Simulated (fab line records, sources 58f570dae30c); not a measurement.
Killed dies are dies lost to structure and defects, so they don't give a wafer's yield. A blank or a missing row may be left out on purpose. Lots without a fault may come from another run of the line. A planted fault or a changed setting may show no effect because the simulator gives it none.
Which tool did it? | flow berkeley_cmos170 | 14 lots, 42 wafers sampled, at 6 steps of a route of 331

WHAT THE GAUGES READ, wafer by wafer
UCB170_NLDD_CD_MEAS_06: target cd 1200 nm.
lot  | measured     | on        | cd_nm (nm)
L321 | day 7 01:23  | cd_sem-02 | 1197.7 1198.2 1197.6
L322 | day 7 01:44  | cd_sem-01 | 1198.9 1198.8 1198.8
L323 | day 7 10:04  | cd_sem-02 | 1200.1 1198.2 1197.9
L324 | day 7 13:41  | cd_sem-02 | 1199.4 1200.3 1201.5
L326 | day 7 20:07  | cd_sem-02 | 1201.1 1201.4 1201.2
L328 | day 7 20:45  | cd_sem-01 | 1197.8 1197.9 1197.4
L327 | day 7 21:04  | cd_sem-01 | 1199.6 1200.9 1199.3
L331 | day 8 07:35  | cd_sem-02 | 1201.2 1199.9 1201.0
L336 | day 10 11:09 | cd_sem-01 | 1185.2 1186.9 1186.6 1185.7 1187.1 1186.6
L338 | day 10 11:43 | cd_sem-01 | 1189.9 1189.7 1188.5 1189.7 1189.5 1189.1
L339 | day 10 12:01 | cd_sem-02 | 1200.8 1200.3 1199.9
L341 | day 11 04:07 | cd_sem-01 | 1199.3 1200.3 1200.8
L342 | day 11 04:22 | cd_sem-02 | 1200.0 1199.0 1197.8
L344 | day 11 14:35 | cd_sem-02 | 1200.5 1199.1 1200.5

UCB170_M3_BOW_MEAS_20.
lot  | measured     | on            | M3_BOW (um)
L321 | day 8 14:40  | film_metro-03 | 39 40 44
L322 | day 8 14:04  | film_metro-03 | 32 31 30
L323 | day 9 02:40  | film_metro-03 | 25 38 44
L324 | day 9 01:52  | film_metro-04 | 28 27 21
L326 | day 9 02:54  | film_metro-04 | 39 32 38
L328 | day 9 03:08  | film_metro-04 | 36 38 39
L327 | day 9 10:55  | film_metro-04 | 34 31 32
L331 | day 9 19:36  | film_metro-04 | 42 43 23
L336 | day 12 01:38 | film_metro-03 | 45 29 32
L338 | day 12 00:28 | film_metro-03 | 37 33 31
L339 | day 12 02:11 | film_metro-01 | 41 33 38
L341 | day 12 19:46 | film_metro-04 | 44 51 19
L342 | day 12 18:34 | film_metro-04 | 44 35 39
L344 | day 13 06:20 | film_metro-03 | 37 32 39

WHICH TOOL RAN EACH LOT (tool, then ch and the chambers of the sampled wafers, then the start)
lot  | UCB170_GATE_STRIP_16                 | UCB170_NLDD_SOFTBAKE_02           | UCB170_NLDD_STRIP_10                 | UCB170_M2_ETCH_17
L321 | plasma_asher-02 ch 0,1, day 6 21:40  | litho_track-02 ch 0, day 7 00:51  | plasma_asher-01 ch 0,1, day 7 01:51  | rie_diel-03 ch 1,3, day 8 08:44
L322 | plasma_asher-04 ch 0,1, day 6 21:54  | litho_track-01 ch 0, day 7 01:11  | plasma_asher-04 ch 0,1, day 7 02:11  | rie_diel-04 ch 0,2,3, day 8 08:04
L323 | plasma_asher-04 ch 0,1, day 7 06:02  | litho_track-02 ch 0, day 7 09:21  | plasma_asher-04 ch 0,1, day 7 10:41  | rie_diel-03 ch 1,2,3, day 8 20:32
L324 | plasma_asher-04 ch 0,1, day 7 10:14  | litho_track-04 ch 0, day 7 13:01  | plasma_asher-01 ch 0,1, day 7 14:06  | rie_diel-04 ch 0,1,2, day 8 20:10
L326 | plasma_asher-02 ch 0,1, day 7 16:47  | litho_track-02 ch 0, day 7 19:34  | plasma_asher-04 ch 0,1, day 7 20:34  | rie_diel-02 ch 0,1,3, day 8 21:08
L328 | plasma_asher-04 ch 0,1, day 7 17:20  | litho_track-02 ch 0, day 7 20:06  | plasma_asher-04 ch 0,1, day 7 21:11  | rie_diel-04 ch 2,3, day 8 21:01
L327 | plasma_asher-04 ch 0,1, day 7 17:35  | litho_track-04 ch 0, day 7 20:31  | plasma_asher-03 ch 0,1, day 7 21:31  | rie_diel-04 ch 0,2, day 9 05:13
L331 | plasma_asher-04 ch 0, day 8 03:17    | litho_track-02 ch 0, day 8 06:57  | plasma_asher-01 ch 0,1, day 8 08:02  | rie_diel-03 ch 0,1,3, day 9 12:39
L336 | plasma_asher-04 ch 0,1, day 10 06:56 | litho_track-02 ch 0, day 10 10:16 | plasma_asher-04 ch 0,1, day 10 15:57 | rie_diel-03 ch 1,2, day 11 17:56
L338 | plasma_asher-02 ch 1, day 10 07:05   | litho_track-02 ch 0, day 10 10:45 | plasma_asher-04 ch 0,1, day 10 15:56 | rie_diel-02 ch 0,2, day 11 17:44
L339 | plasma_asher-04 ch 0,1, day 10 07:14 | litho_track-04 ch 0, day 10 11:04 | plasma_asher-01 ch 0,1, day 10 12:28 | rie_diel-04 ch 0,2,3, day 11 18:05
L341 | plasma_asher-04 ch 0,1, day 10 23:55 | litho_track-01 ch 0, day 11 03:28 | plasma_asher-03 ch 0,1, day 11 04:34 | rie_diel-03 ch 0,2,3, day 12 13:44
L342 | plasma_asher-03 ch 0,1, day 11 00:02 | litho_track-04 ch 0, day 11 03:37 | plasma_asher-01 ch 0,1, day 11 04:49 | rie_diel-02 ch 0,2,3, day 12 12:53
L344 | plasma_asher-04 ch 0,1, day 11 10:07 | litho_track-04 ch 0, day 11 13:43 | plasma_asher-03 ch 0,1, day 11 15:02 | rie_diel-04 ch 2,3, day 13 00:26
- UCB170_GATE_STRIP_16: strips in O2.
- UCB170_NLDD_SOFTBAKE_02: time 60 s.
- UCB170_NLDD_STRIP_10: strips in O2.
- UCB170_M2_ETCH_17: etches BARC in N2/H2.

WHAT THE TOOLS THEMSELVES READ (means of the sampled wafers that have a number; where no wafer has one, the mark that the record gives instead)
UCB170_GATE_STRIP_16.
lot  | tool            | drypump_motor_current_A (A) | oes_product_au (a.u.)
L321 | plasma_asher-02 | 5.6                         | 0.726
L322 | plasma_asher-04 | 6.1                         | 0.725
L323 | plasma_asher-04 | 6.1                         | 0.723
L324 | plasma_asher-04 | 6.1                         | 0.722
L326 | plasma_asher-02 | 5.9                         | 0.728
L328 | plasma_asher-04 | 6.4                         | 0.725
L327 | plasma_asher-04 | 6.1                         | 0.727
L331 | plasma_asher-04 | 6.6                         | 0.724
L336 | plasma_asher-04 | 6.4                         | 0.722
L338 | plasma_asher-02 | 6.3                         | 0.723
L339 | plasma_asher-04 | 6.1                         | 0.725
L341 | plasma_asher-04 | 6.1                         | 0.721
L342 | plasma_asher-03 | 5.9                         | 0.722
L344 | plasma_asher-04 | 6.1                         | 0.721

UCB170_NLDD_SOFTBAKE_02.
lot  | tool           | heater_power_total_W (W) | plate_temp_C (C)
L321 | litho_track-02 | 56.79                    | 130.03
L322 | litho_track-01 | 56.78                    | 130.05
L323 | litho_track-02 | 56.80                    | 130.07
L324 | litho_track-04 | 56.80                    | 130.01
L326 | litho_track-02 | 56.80                    | 130.12
L328 | litho_track-02 | 56.81                    | 130.03
L327 | litho_track-04 | 56.81                    | 129.89
L331 | litho_track-02 | 56.78                    | 130.12
L336 | litho_track-02 | 53.77                    | 124.86
L338 | litho_track-02 | 53.77                    | 124.78
L339 | litho_track-04 | 56.79                    | 130.07
L341 | litho_track-01 | 56.81                    | 129.98
L342 | litho_track-04 | 56.76                    | 130.10
L344 | litho_track-04 | 56.84                    | 130.08

UCB170_NLDD_STRIP_10.
lot  | tool            | drypump_motor_current_A (A) | oes_product_au (a.u.) | strip_time_to_endpoint_s (s)
L321 | plasma_asher-01 | 5.1                         | 0.733                 | 21.63
L322 | plasma_asher-04 | 6.1                         | 0.737                 | 21.67
L323 | plasma_asher-04 | 6.3                         | 0.733                 | 21.69
L324 | plasma_asher-01 | 5.1                         | 0.734                 | 21.62
L326 | plasma_asher-04 | 6.1                         | 0.737                 | 21.61
L328 | plasma_asher-04 | 6.1                         | 0.733                 | 21.71
L327 | plasma_asher-03 | 5.9                         | 0.735                 | 21.63
L331 | plasma_asher-01 | 5.0                         | 0.736                 | 21.57
L336 | plasma_asher-04 | 6.1                         | 0.730                 | 21.93
L338 | plasma_asher-04 | 6.1                         | 0.739                 | 21.87
L339 | plasma_asher-01 | 5.0                         | 0.734                 | 21.62
L341 | plasma_asher-03 | 5.9                         | 0.727                 | 21.66
L342 | plasma_asher-01 | 5.1                         | 0.731                 | 21.61
L344 | plasma_asher-03 | 5.8                         | 0.736                 | 21.57

UCB170_M2_ETCH_17.
lot  | tool        | bias_w (W) | drypump_motor_current_A (A) | oes_product_au (a.u.) | throttle_valve_pct (%)
L321 | rie_diel-03 | 99.9       | 5.2                         | 0.990                 | 13.41
L322 | rie_diel-04 | 100.3      | 6.2                         | 0.991                 | 13.41
L323 | rie_diel-03 | 100.0      | 5.5                         | 0.996                 | 13.38
L324 | rie_diel-04 | 99.9       | 6.1                         | 0.990                 | 13.44
L326 | rie_diel-02 | 100.0      | 5.6                         | 0.990                 | 13.32
L328 | rie_diel-04 | 100.3      | 6.2                         | 0.996                 | 13.41
L327 | rie_diel-04 | 99.8       | 6.4                         | 0.999                 | 13.35
L331 | rie_diel-03 | 99.8       | 5.5                         | 1.006                 | 13.36
L336 | rie_diel-03 | 99.9       | 5.4                         | 0.992                 | 13.40
L338 | rie_diel-02 | 100.3      | 5.9                         | 0.997                 | 13.28
L339 | rie_diel-04 | 100.2      | 6.3                         | 0.993                 | 13.40
L341 | rie_diel-03 | 99.7       | 5.8                         | 0.983                 | 13.32
L342 | rie_diel-02 | 100.0      | 5.7                         | 0.999                 | 13.38
L344 | rie_diel-04 | 99.8       | 6.2                         | 1.001                 | 13.42

THE ANSWER, worked out from the rows above alone
Rule: what is usual is taken from the lots themselves. Put in order of their means at a reading, lots are off if they are a third of the lots or fewer, leave a main group of 4 or more, and stand apart from it by a gap of 3 or more times the standard deviation of the main group's means; of several such gaps the widest counts. A main group whose means are all the same, to the digits that the tables above print for the reading, isn't used. A lot without any number at a reading at which 4 lots or more have one is off too. The other lots that the step has rows for count as sound. The gauges are gone through in route order, then the tools' own readings, and for those a lot's mean is taken as printed above. The first step at which some lot is off is used, and at that step the reading that is off furthest; a lot without a number counts as furthest.
Off: L336, L338, at UCB170_NLDD_CD_MEAS_06 (cd_nm). The main group: mean 1199.6 nm, standard deviation 1.1.
A tool fits if, at a process step before that reading, it ran every lot that is off, and no sound lot after the first of them. The gauges at UCB170_NLDD_CD_MEAS_06 aren't tried: what is off there is off at UCB170_NLDD_SOFTBAKE_02 too, on other tools, and a gauge's error can't cause that. One fits: litho_track-02 at UCB170_NLDD_SOFTBAKE_02. Its last sound lot is L331 (day 8 06:57), its first lot that is off L336 (day 10 10:16): a fault that began between those two fits.
The tool's own readings at UCB170_NLDD_SOFTBAKE_02 bear it out: on the lots that are off they differ by more than 5 times the standard deviation of the sound lots' means. heater_power_total_W reads 53.77 W there against 56.80 W on the sound lots; plate_temp_C reads 124.82 C there against 130.05 C on the sound lots.

WHAT THE SIMULATOR HAD PUT IN
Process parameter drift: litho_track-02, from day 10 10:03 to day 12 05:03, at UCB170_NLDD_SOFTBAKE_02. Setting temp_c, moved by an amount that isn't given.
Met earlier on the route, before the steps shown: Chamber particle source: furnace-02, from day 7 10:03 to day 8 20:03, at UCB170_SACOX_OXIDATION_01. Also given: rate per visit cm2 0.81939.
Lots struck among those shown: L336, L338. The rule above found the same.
